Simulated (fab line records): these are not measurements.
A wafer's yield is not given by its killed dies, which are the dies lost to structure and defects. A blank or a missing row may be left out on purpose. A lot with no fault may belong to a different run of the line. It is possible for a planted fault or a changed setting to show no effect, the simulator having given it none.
Which tool did it?	flow berkeley_cmos170	15 lots with 45 wafers sampled at 2 steps, on a route of 331 steps

## WHAT EACH GAUGE READ, for each wafer
Not one reading of a measure or inspect step in the record can be checked against a usual standard deviation.

## WHICH TOOL RAN EACH LOT (tool, then ch and the chambers of the sampled wafers, then the start)
lot	UCB170_PWELL_COAT_08	UCB170_PWELL_STRIP_16
L846	litho_track-04 ch 0, day 2 20:26	plasma_asher-02 ch 0,1, day 2 22:10
L848	litho_track-02 ch 0, day 3 09:07	plasma_asher-04 ch 0,1, day 3 10:05
L849	litho_track-04 ch 0, day 3 17:39	plasma_asher-04 ch 0,1, day 3 18:47
L851	litho_track-03 ch 0, day 3 21:57	plasma_asher-04 ch 0, day 3 23:19
L852	litho_track-04 ch 0, day 4 03:08	plasma_asher-02 ch 0,1, day 4 04:14
L853	litho_track-03 ch 0, day 4 10:36	plasma_asher-02 ch 0,1, day 4 11:55
L854	litho_track-03 ch 0, day 4 16:29	plasma_asher-01 ch 1, day 4 17:35
L856	litho_track-02 ch 0, day 4 21:10	plasma_asher-01 ch 0,1, day 4 22:20
L859	litho_track-03 ch 0, day 5 10:24	plasma_asher-02 ch 0,1, day 5 11:28
L860	litho_track-03 ch 0, day 5 19:55	plasma_asher-01 ch 0,1, day 5 20:52
L861	litho_track-04 ch 0, day 6 04:49	plasma_asher-02 ch 0,1, day 6 05:46
L864	litho_track-04 ch 0, day 6 11:39	plasma_asher-02 ch 0,1, day 6 13:33
L865	litho_track-04 ch 0, day 6 20:27	plasma_asher-02 ch 0,1, day 6 23:40
L867	litho_track-02 ch 0, day 7 09:28	plasma_asher-02 ch 0,1, day 7 11:02
L868	litho_track-04 ch 0, day 7 09:50	plasma_asher-04 ch 0,1, day 7 11:19
- UCB170_PWELL_COAT_08: resist thk 900 nm.
- UCB170_PWELL_STRIP_16: strips in O2.

## WHAT THE TOOLS THEMSELVES READ (means of the sampled wafers that have a number; where no wafer has one, the mark that the record gives instead)
UCB170_PWELL_COAT_08.
lot	tool	resist_line_temp_C (C)	spin_speed_rpm (rpm)
L846	litho_track-04	23.06	1498.5
L848	litho_track-02	23.10	1500.0
L849	litho_track-04	23.01	1499.8
L851	litho_track-03	22.98	1498.7
L852	litho_track-04	23.09	1498.7
L853	litho_track-03	22.98	1500.8
L854	litho_track-03	22.97	1499.8
L856	litho_track-02	23.00	1499.7
L859	litho_track-03	23.03	1500.4
L860	litho_track-03	22.89	1499.9
L861	litho_track-04	23.05	1499.4
L864	litho_track-04	23.05	1500.3
L865	litho_track-04	23.01	1500.3
L867	litho_track-02	22.94	1500.0
L868	litho_track-04	22.92	1500.4

UCB170_PWELL_STRIP_16.
lot	tool	drypump_motor_current_A (A)	oes_product_au (a.u.)	strip_time_to_endpoint_s (s)
L846	plasma_asher-02	5.7	0.725	18.05
L848	plasma_asher-04	6.4	0.721	17.99
L849	plasma_asher-04	6.4	0.724	18.20
L851	plasma_asher-04	6.6	0.721	18.15
L852	plasma_asher-02	5.7	0.722	18.12
L853	plasma_asher-02	5.7	0.719	18.01
L854	plasma_asher-01	6.5	0.723	20.23
L856	plasma_asher-01	5.7	0.716	18.16
L859	plasma_asher-02	5.7	0.727	20.31
L860	plasma_asher-01	5.7	0.718	20.35
L861	plasma_asher-02	5.7	0.725	17.88
L864	plasma_asher-02	5.8	0.723	18.12
L865	plasma_asher-02	5.7	0.721	18.10
L867	plasma_asher-02	5.7	0.716	18.05
L868	plasma_asher-04	6.4	0.718	18.13

## THE ANSWER, worked out from the rows above alone
Rule: the lots themselves supply what counts as usual. Put in order of their means at a reading, lots are off if they are a third of the lots or fewer, leave a main group of 4 or more, and stand apart from it by a gap of 3 or more times the standard deviation of the main group's means; of several such gaps the widest counts. A main group is skipped when, at the precision printed for the reading in the tables above, its means are all equal. Also off: a lot with no number at a reading for which 4 or more lots have one. Any other lot the step has rows for is counted as sound. Order of review: gauges by route order, followed by the tools' own readings, for which a lot's mean as printed above is used. At the first step where some lot is off, the reading lying furthest off is the one used; lots without a number count as furthest.
Off at UCB170_PWELL_STRIP_16 (strip_time_to_endpoint_s): L854, L859, L860. For the main group the mean is 18.08 s and the standard deviation 0.085.
If a tool, at that step or one of the process steps before it, ran each lot that is off and ran no sound lot following the first of them, it fits. One fits: litho_track-03 at UCB170_PWELL_COAT_08. Its last sound lot is L853 (day 4 10:36), its first lot that is off L854 (day 4 16:29): a fault that began between those two fits.

## WHAT THE SIMULATOR HAD PUT IN
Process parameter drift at UCB170_PWELL_COAT_08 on litho_track-03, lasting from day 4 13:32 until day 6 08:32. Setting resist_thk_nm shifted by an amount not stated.
Struck lots among those shown: L854, L859, L860. The rule above reached the same finding.
